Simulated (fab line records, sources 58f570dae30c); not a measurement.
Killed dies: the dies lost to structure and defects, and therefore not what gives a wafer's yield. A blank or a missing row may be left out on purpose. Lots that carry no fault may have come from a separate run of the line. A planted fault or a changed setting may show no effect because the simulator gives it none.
8D (eight disciplines) problem report, filled in by code -- flow berkeley cmos170 -- the parts of the form that need people (team, actions taken, sign-off) are left out

## 1. WHAT WENT WRONG
Across 6 wafers from 2 lots, PSD_RS at UCB170_SDANNEAL_RS_MEAS_02 averages 69.91 ohm/sq, while fault-free wafers read 75.53 ohm/sq with a standard deviation of 0.24. That puts it -23 standard deviations away from the usual mean.
The step: measures by four-point-probe.
First observed at day 9 13:26: wafer L247.1, on film metro-03. Wafers with a number at this step in the record: 42, from 14 lots. Rule for "out", or "out of limits": more than 4 standard deviations from the usual mean. The other wafers with a number count as sound.

## 2. WHAT IT IS; WHAT IT IS NOT
question,is,is not
which readings at this step,PSD_RS,-
which lots,"L247, L251","L239, L240, L241, L242, L245, L246, L248, L249, L252, L258, L259, L262"
which wafers of those lots,all that have a number,-
read on which gauges,"film metro-01, film metro-03",film metro-04
when,from day 9 13:26,"up to then (24 sound wafers); but 12 sound wafers of L252, L258, L259, L262 came after"

## 3. WHAT RULES OUT EACH SUSPECT
Counting: a tool stays on the suspect list if, at a process step up to the reading, it processed all lots that are out and no sound lot following the first of them.
- the gauge at UCB170_SDANNEAL_RS_MEAS_02 is ruled out. Those wafers that are out were read across 2 gauges (film metro-01, film metro-03).
- rtp anneal-02 at UCB170_SDANNEAL_RTA_01 (time 5 s): kept. Every lot that is out went through it, starting with L247 (day 9 13:23), and after that it ran no sound lot; the last sound lot it ran before then is L246 (day 9 12:57).
Remaining after the count: rtp anneal-02 at UCB170_SDANNEAL_RTA_01.

## 4. THE CAUSE (what the simulator had put in)
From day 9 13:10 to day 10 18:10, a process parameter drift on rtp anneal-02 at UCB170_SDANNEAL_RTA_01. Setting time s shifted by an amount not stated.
Only this tool survived the counting.

## 5. SEQUENCE OF EFFECTS, ordered by route
Rows list readings where the struck wafers' mean (over those with a number) sits beyond 3 standard deviations from the usual. Scope: only readings with a usual standard deviation given in the record; hours: median across lots of the time from each lot's start at the first step in this table that gives one to its start at this step; sigmas: change in usual standard deviations.
hours,step,reading,usual,on struck wafers,change,sigmas
0,UCB170_SDANNEAL_RS_MEAS_02,PSD_RS,75.53 ohm/sq,69.91,-5.62,-23
0,UCB170_SDANNEAL_RS_MEAS_03,NSD_RS,37.24 ohm/sq,36.01,-1.23,-14
0,UCB170_SDANNEAL_RS_MEAS_04,PLDD_RS,1030.8 ohm/sq,1020.5,-10.2,-3.9
At these later measuring or inspecting steps, every struck wafer for which the step has a row has a number for every such reading, and none has moved that far: UCB170_CONTACT_CD_MEAS_15.

## 6. WHAT WOULD HAVE CAUGHT IT SOONER
The first out-of-limits reading at a measuring or inspecting step in this record came at day 9 13:26, 0 hours after the fault's start at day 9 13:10.
Of the tool readings at UCB170_SDANNEAL_RTA_01 for which the record gives a usual standard deviation, none was out on any struck wafer, so an alarm limit of 4 standard deviations on them would not have fired.
Among the 2 lots that are out, L251 began UCB170_SDANNEAL_RTA_01 on rtp anneal-02 after day 9 13:26. A hold on the tool at that time would have spared it.
